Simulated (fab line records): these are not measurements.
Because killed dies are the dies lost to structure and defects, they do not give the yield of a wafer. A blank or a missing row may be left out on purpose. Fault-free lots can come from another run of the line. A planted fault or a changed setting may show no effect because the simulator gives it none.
Shared-tool check ; flow berkeley_cmos170 ; 14 lots and 42 wafers in the sample

REASON IT WAS OPENED
Of 14 lots, 2 have the reading M2_AL_RS flagged at UCB170_M2_RS_MEAS_02. Wafers without a fault read 0.0322 ohm/sq, standard deviation 0.00042.
Rule: a lot is flagged when every wafer of it that has a number lies more than 4 standard deviations from that mean, or none has a number. The rest of the lots are taken to be sound.

lot;measured;on;M2_AL_RS (ohm/sq), wafer by wafer;flag
L418;day 7 02:35;film_metro-03;0.0315 0.0316 0.0314;
L420;day 7 12:59;film_metro-01;0.0322 0.0322 0.0319;
L419;day 7 13:26;film_metro-04;0.0322 0.0321 0.0324;
L422;day 7 13:34;film_metro-03;0.0319 0.0320 0.0324;
L423;day 7 18:38;film_metro-04;0.0325 0.0322 0.0321;
L421;day 7 18:55;film_metro-03;0.0318 0.0314 0.0316;
L429;day 9 20:19;film_metro-01;0.0450 0.0452 0.0457;FLAGGED
L430;day 10 10:46;film_metro-01;0.0442 0.0455 0.0459;FLAGGED
L433;day 11 07:28;film_metro-01;0.0320 0.0319 0.0321;
L436;day 11 07:37;film_metro-04;0.0329 0.0325 0.0329;
L434;day 11 17:50;film_metro-04;0.0326 0.0317 0.0324;
L438;day 12 05:19;film_metro-04;0.0325 0.0318 0.0327;
L440;day 12 05:29;film_metro-03;0.0318 0.0320 0.0320;
L439;day 12 05:41;film_metro-04;0.0315 0.0324 0.0316;
On average the flagged lots' numbers are 0.0452 ohm/sq, which is +0.0130 ohm/sq against the usual, or +31 standard deviations.

TOOL THAT RAN EACH LOT
The record holds 1 process step before the reading, out of a route of 331 steps. Every cell lists first the tool, next ch and the chambers used by the sampled wafers, and last the start.
lot;flag;UCB170_M2_SPUTTER_01
L418;;pvd_sputter-01, day 7 02:28
L420;;pvd_sputter-03, day 7 12:53
L419;;pvd_sputter-04, day 7 13:19
L422;;pvd_sputter-01, day 7 13:29
L423;;pvd_sputter-03, day 7 18:33
L421;;pvd_sputter-04, day 7 18:49
L429;FLAGGED;pvd_sputter-04, day 9 20:13
L430;FLAGGED;pvd_sputter-04, day 10 10:37
L433;;pvd_sputter-03, day 11 07:23
L436;;pvd_sputter-01, day 11 07:30
L434;;pvd_sputter-01, day 11 17:44
L438;;pvd_sputter-01, day 12 05:14
L440;;pvd_sputter-03, day 12 05:21
L439;;pvd_sputter-01, day 12 05:35
What these steps do:
- UCB170_M2_SPUTTER_01: material Al, target thk 900 nm, time 120 s.
- UCB170_M2_RS_MEAS_02: measures by four-point-probe.

FLAGGED AGAINST TOTAL, ONE TOOL AT A TIME (gauges that did the reading follow at the end)
step;tool;lots run;flagged;share of the flagged lots;sound lots run after its first flagged lot
UCB170_M2_SPUTTER_01;pvd_sputter-01;6;0;none;-
UCB170_M2_SPUTTER_01;pvd_sputter-03;4;0;none;-
UCB170_M2_SPUTTER_01;pvd_sputter-04;4;2;all;0
UCB170_M2_RS_MEAS_02;film_metro-01;4;2;all;1 (L433)
UCB170_M2_RS_MEAS_02;film_metro-03;4;0;none;-
UCB170_M2_RS_MEAS_02;film_metro-04;6;0;none;-

WHAT THE TABLE PERMITS
Table rows that saw every flagged lot: 2, namely pvd_sputter-04 at UCB170_M2_SPUTTER_01 and film_metro-01 at UCB170_M2_RS_MEAS_02.
- pvd_sputter-04 at UCB170_M2_SPUTTER_01: 2 of its 4 lots flagged. Last sound lot L421 at day 7 18:49, first flagged lot L429 at day 9 20:13; a fault beginning in between fits.
- film_metro-01 at UCB170_M2_RS_MEAS_02: 2 of its 4 lots flagged. Sound lots ran on it after the first flagged one (L433), which a lasting fault on the whole tool wouldn't allow.
Just one tool remains: pvd_sputter-04 at UCB170_M2_SPUTTER_01.

WHAT HAD BEEN PUT IN BY THE SIMULATOR
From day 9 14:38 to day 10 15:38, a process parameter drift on pvd_sputter-04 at UCB170_M2_SPUTTER_01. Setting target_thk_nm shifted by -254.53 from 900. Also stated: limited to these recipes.
Shown lots that were struck: L429, L430. This agrees with what the rule above found.
